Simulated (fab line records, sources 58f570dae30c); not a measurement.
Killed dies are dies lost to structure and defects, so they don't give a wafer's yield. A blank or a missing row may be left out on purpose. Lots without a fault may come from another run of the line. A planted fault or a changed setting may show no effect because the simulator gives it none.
One fault seen from 2 desks | flow berkeley_cmos170 | each desk has only its own numbers; what lay behind them comes last

THE METROLOGY DESK
What the gauges read, lot by lot, whatever tool the lot ran on: means of the sampled wafers that have a number. A lot is out of limits, marked OUT, if its mean lies more than 4 standard deviations from the usual mean; the brackets give that distance.
Columns: A = PSD_TW at UCB170_PSD_TW_MEAS_10, usual 2305; B = PSD_RS at UCB170_SDANNEAL_RS_MEAS_02, usual 75.6 ohm/sq; C = M2_AL_THK at UCB170_M2_THK_MEAS_03, usual 912 nm; D = V2_POLISHED_THK at UCB170_V2_THK_MEAS_04, usual 999.5 nm
lot  | first seen here | A              | B              | C   | D
L582 | day 7 23:20     | 2305           | 75.0           | 902 | 1001.5
L583 | day 7 23:50     | 2302           | 75.3           | 898 | 998.9
L586 | day 8 06:19     | 2297           | 75.5           | 908 | 999.1
L588 | day 9 02:23     | 2331           | 75.1           | 909 | 998.4
L587 | day 9 02:41     | 2296           | 76.3           | 909 | 1000.6
L590 | day 9 10:39     | 2303           | 75.8           | 902 | 999.6
L593 | day 9 11:06     | 2302           | 75.3           | 911 | 1000.8
L591 | day 9 11:27     | 2308           | 75.8           | 928 | 999.2
L594 | day 10 02:19    | 2306           | 75.6           | 909 | 999.6
L598 | day 10 19:41    | 2307           | 75.5           | 899 | 1000.1
L597 | day 10 19:56    | 2301           | 75.6           | 925 | 1001.1
L596 | day 10 20:10    | 2736 (+36) OUT | 55.4 (-60) OUT | -   | -
L600 | day 11 11:39    | 2325           | 76.0           | 899 | 998.5
L601 | day 11 12:02    | 2730 (+35) OUT | 55.2 (-60) OUT | -   | -
This desk's finding: out of limits on L596, L601; first on L596, day 10 20:10 (PSD_TW at UCB170_PSD_TW_MEAS_10). In limits: L582, L583, L586, L588, L587, L590, L593, L591, L594, L598, L597, L600.

THE TOOL OWNER'S DESK: implanter-01
The tool's own readings at UCB170_PSD_IMPLANT_08: means of the sampled wafers that have a number, for each lot that ran on this tool. A lot is out of limits, marked OUT, if its mean lies more than 4 standard deviations from the usual mean; the brackets give that distance.
Columns: A = beam_on_s at UCB170_PSD_IMPLANT_08, usual 10.00 s; B = dose_ions_cm2 at UCB170_PSD_IMPLANT_08, usual 3e+15; C = end_station_pressure_torr at UCB170_PSD_IMPLANT_08, usual 1.27e-05 Torr; D = faraday_current_uA at UCB170_PSD_IMPLANT_08, usual 9257
lot  | first seen here | A                | B                       | C                   | D
L583 | day 7 23:35     | 9.80             | 3e+15                   | 1.26e-05            | 9419
L590 | day 9 10:24     | 9.98             | 3e+15                   | 1.31e-05            | 9274
L593 | day 9 10:52     | 10.23            | 3e+15                   | 1.28e-05            | 9039
L591 | day 9 11:13     | 10.02            | 3e+15                   | 1.33e-05            | 9236
L594 | day 10 02:05    | 9.90             | 3e+15                   | 1.28e-05            | 9342
L596 | day 10 19:56    | 10.54            | 5e+15 (+99 or more) OUT | 1.68e-05 (+6.1) OUT | 15328 (+34) OUT
L601 | day 11 11:47    | 10.83 (+4.1) OUT | 5e+15 (+99 or more) OUT | 1.81e-05 (+8.1) OUT | 14871 (+31) OUT
This desk's finding: out of limits on L596, L601; first on L596, day 10 19:56 (dose_ions_cm2 at UCB170_PSD_IMPLANT_08). In limits: L583, L590, L593, L591, L594.

PUT TOGETHER
The tool owner's desk could have raised an alarm at day 10 19:56, on L596, L601.
The metrology desk could have raised an alarm at day 10 20:10, on L596, L601.
Of the lots named, all ran UCB170_PSD_IMPLANT_08 on implanter-01.

WHAT THE SIMULATOR HAD PUT IN
Process parameter drift: implanter-01, from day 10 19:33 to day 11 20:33, at UCB170_PSD_IMPLANT_08. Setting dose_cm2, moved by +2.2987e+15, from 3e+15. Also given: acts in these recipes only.
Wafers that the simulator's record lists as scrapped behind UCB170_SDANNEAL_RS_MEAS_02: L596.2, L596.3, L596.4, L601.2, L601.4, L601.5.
Lots struck among those shown: L596, L601.
Hours from the fault's start to each desk's first reading out of limits: the tool owner's desk, 0; the metrology desk, 1.
